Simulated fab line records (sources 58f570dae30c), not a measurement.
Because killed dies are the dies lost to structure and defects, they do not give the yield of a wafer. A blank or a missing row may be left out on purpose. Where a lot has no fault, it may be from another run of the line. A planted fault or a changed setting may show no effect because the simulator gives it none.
Problem report, 8D (eight disciplines) form, completed by code | flow berkeleyCmos170 | the parts of the form that need people (team, actions taken, sign-off) are left out

1. WHAT IS WRONG
Mean of doseIonsCm2 at UCB170_NWELL_IMPLANT_14: 9.8043e+12 across 9 wafers in 3 lots; on wafers with no fault it is 1.0001e+13 (standard deviation 1.1e+10). Measured from the usual mean, that is -18 standard deviations.
The first sign was on wafer L458.3 at day 4 11:55, on implanter-04. Wafers with a number at this step in the record: 21, from 7 lots. The rule behind "out" and "out of limits": a value lying over 4 standard deviations away from the usual mean. The other wafers with a number count as sound.

2. WHAT IT IS, WHAT IT ISN'T
question                    | is                     | is not
which readings at this step | doseIonsCm2            | -
which lots                  | L458, L461, L464       | L455, L457, L466, L471
which wafers of those lots  | all that have a number | -
read on which tools         | implanter-04           | implanter-01, implanter-02
when                        | from day 4 11:55       | up to then (6 sound wafers); but 6 sound wafers of L466, L471 came after

3. WHAT RULES OUT EACH SUSPECT
Counting: any tool at a process step up to the reading is kept as a suspect provided that every lot that is out went through it and no sound lot did after the first of them.
- implanter-04 at UCB170_NWELL_IMPLANT_14: kept. It ran every lot that is out, first L458 (day 4 11:55), and no sound lot after that; its last sound lot up to then is L455 (day 3 15:05). On those wafers its own readings are out: doseIonsCm2.
Left after counting: implanter-04 at UCB170_NWELL_IMPLANT_14.

4. THE CAUSE (what the simulator had put in)
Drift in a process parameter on implanter-04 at UCB170_NWELL_IMPLANT_14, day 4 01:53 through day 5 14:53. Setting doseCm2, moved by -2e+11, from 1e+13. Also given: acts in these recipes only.
The count eliminated every tool but this one.

5. THE CHAIN OF EFFECTS, in route order
Each row: a reading where the mean over the struck wafers with a number is more than 3 standard deviations away from the usual. Only readings for which the record gives a usual standard deviation are gone through. hours: the time from each lot's start at the first step in this table that gives one to its start at this step, as a median over the lots. sigmas: the change in usual standard deviations.
hours | step                    | reading     | usual      | on struck wafers | change      | sigmas
0     | UCB170_NWELL_IMPLANT_14 | doseIonsCm2 | 1.0001e+13 | 9.8043e+12       | -1.9667e+11 | -18
It contains these process steps:
- UCB170_NWELL_IMPLANT_14

6. HOW IT WOULD HAVE BEEN CAUGHT EARLIER
In this record no reading fell out of limits until day 4 11:55, 10 hours after the fault had begun at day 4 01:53.
